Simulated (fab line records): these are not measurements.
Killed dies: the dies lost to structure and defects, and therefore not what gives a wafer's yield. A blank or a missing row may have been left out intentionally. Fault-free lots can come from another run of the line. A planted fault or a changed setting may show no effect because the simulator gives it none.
8D (eight disciplines) problem report, filled in by code | flow ritCmos | the parts of the form that need people (team, actions taken, sign-off) are left out

== 1. THE PROBLEM ==
Mean of killedAtFrontEnd at RIT_M1_PROBE_99: 28.2 across 9 wafers in 3 lots; on wafers with no fault it is 6.6 (standard deviation 2.7). That is +8.0 standard deviations from the usual mean.
First observed at day 4 10:39: wafer L477.1, on prober-02. The record has a number at this step for 9 wafers belonging to 3 lots. Rule for "out" (also "out of limits"): further than 4 standard deviations from the usual mean. All remaining wafers that have a number are taken as sound.

== 2. WHAT IT IS; WHAT IT IS NOT ==
question                    | is                           | is not
which readings at this step | killedAtFrontEnd, killedDies | killedShort
which lots                  | L477, L478, L483             | -
which wafers of those lots  | all that have a number       | -
read on which tools         | prober-01, prober-02         | -
when                        | from day 4 10:39             | up to then (0 sound wafers)

== 3. THE SUSPECTS, EACH WITH WHAT RULES IT OUT ==
Counting: a tool stays on the suspect list if, at a process step up to the reading, it processed all lots that are out and no sound lot following the first of them.
- wetBench-01 at RIT_FOX1_WET_ETCH_02 (etches SiO2 in BOE, target depth 350 nm, time 390 s): kept. It ran every lot that is out, first L477 (day 2 15:19), and no sound lot after that.
The count leaves wetBench-01 at RIT_FOX1_WET_ETCH_02.

== 4. THE CAUSE (what the simulator had put in) ==
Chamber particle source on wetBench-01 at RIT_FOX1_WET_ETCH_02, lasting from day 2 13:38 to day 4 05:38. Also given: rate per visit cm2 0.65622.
After counting, this tool was the only one left.

== 5. SEQUENCE OF EFFECTS, ordered by route ==
Each row: a reading where the mean over the struck wafers with a number is more than 3 standard deviations away from the usual. Only readings whose record carries a usual standard deviation are examined. hours: median over the lots of the time between each lot's start at the first step of this table that gives one and its start at this step. sigmas: the change, counted in usual standard deviations.
hours | step            | reading          | usual | on struck wafers | change | sigmas
0     | RIT_M1_PROBE_99 | killedAtFrontEnd | 6.6   | 28.2             | +21.6  | +8.0
0     | RIT_M1_PROBE_99 | killedDies       | 6.7   | 28.3             | +21.6  | +8.0
0     | RIT_M1_PROBE_99 | killedOnRim      | 1.7   | 8.7              | +7.0   | +5.0
It contains these process steps:
- RIT_M1_PROBE_99

== 6. WHAT WOULD HAVE CAUGHT IT SOONER ==
In this record the first reading out of limits was taken at day 4 10:39, 45 hours after the fault began at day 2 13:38.
The start of RIT_FOX1_WET_ETCH_02 on wetBench-01 came by day 4 10:39 for every one of the lots that are out (3). Holding the tool at that point would not have protected any of them.
